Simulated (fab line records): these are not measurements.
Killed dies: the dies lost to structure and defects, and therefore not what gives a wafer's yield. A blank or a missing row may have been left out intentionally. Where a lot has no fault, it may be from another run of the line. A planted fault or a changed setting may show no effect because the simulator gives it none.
8D (eight disciplines) problem report, filled in by code    flow berkeley_cmos170    the parts of the form that need people (team, actions taken, sign-off) are left out

== 1. WHAT IS WRONG ==
strip_time_to_endpoint_s at UCB170_M2_STRIP_07 reads a mean of 21.44 s on 6 wafers of 2 lots; wafers without a fault read 21.99 s with a standard deviation of 0.054. That puts it -10 standard deviations away from the usual mean.
The step: strips in O2.
The first sign was on wafer L248.3 at day 10 11:15, on plasma_asher-01. The record holds 42 wafers of 14 lots with a number at this step. The rule behind "out" and "out of limits": a value lying over 4 standard deviations away from the usual mean. The other wafers with a number count as sound.

== 2. WHAT IT IS, WHAT IT ISN'T ==
question                     is                        is not
which readings at this step  strip_time_to_endpoint_s  drypump_motor_current_A, oes_product_au
which lots                   L247, L248                L234, L235, L236, L237, L238, L239, L241, L244, L252, L254, L255, L257
which wafers of those lots   all that have a number    -
read on which tools          plasma_asher-01           plasma_asher-03, plasma_asher-04
when                         from day 10 11:15         up to then (24 sound wafers); but 12 sound wafers of L252, L254, L255, L257 came after

== 3. SUSPECTS, AND WHAT RULES EACH OUT ==
Counting: any tool at a process step up to the reading is kept as a suspect provided that every lot that is out went through it and no sound lot did after the first of them.
- litho_track-03 at UCB170_M2_COAT_05 (resist thk 900 nm): kept. It processed each lot that is out, first L248 at day 10 10:58, and no sound lot thereafter; up to then, the last sound lot it processed was L244 at day 9 20:36.
- plasma_asher-01 at UCB170_M2_STRIP_07 (strips in O2): ruled out as a lasting fault. After its first lot that is out, L248 (day 10 11:15), sound lots L254, L255, L257 ran on it.
The count leaves litho_track-03 at UCB170_M2_COAT_05.

== 4. THE CAUSE (what the simulator had put in) ==
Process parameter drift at UCB170_M2_COAT_05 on litho_track-03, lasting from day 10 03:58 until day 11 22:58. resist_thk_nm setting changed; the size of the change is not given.
Only this tool survived the counting.

== 5. THE EFFECT CHAIN, in route order ==
Each row: a reading whose mean over the struck wafers that have a number lies more than 3 standard deviations from the usual. Only readings for which the record gives a usual standard deviation are gone through. hours: the time from each lot's start at the first step in this table that gives one to its start at this step, as a median over the lots. sigmas: the change in usual standard deviations.
hours  step                reading                   usual    on struck wafers  change  sigmas
0      UCB170_M2_STRIP_07  strip_time_to_endpoint_s  21.99 s  21.44             -0.55   -10
The process steps in it:
- UCB170_M2_STRIP_07: strips in O2.

== 6. HOW IT WOULD HAVE BEEN CAUGHT EARLIER ==
In this record no reading fell out of limits until day 10 11:15, 7 hours after the fault had begun at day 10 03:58.
Among the 2 lots that are out, L247 began UCB170_M2_COAT_05 on litho_track-03 after day 10 11:15. Putting the tool on hold at that point would have spared it.
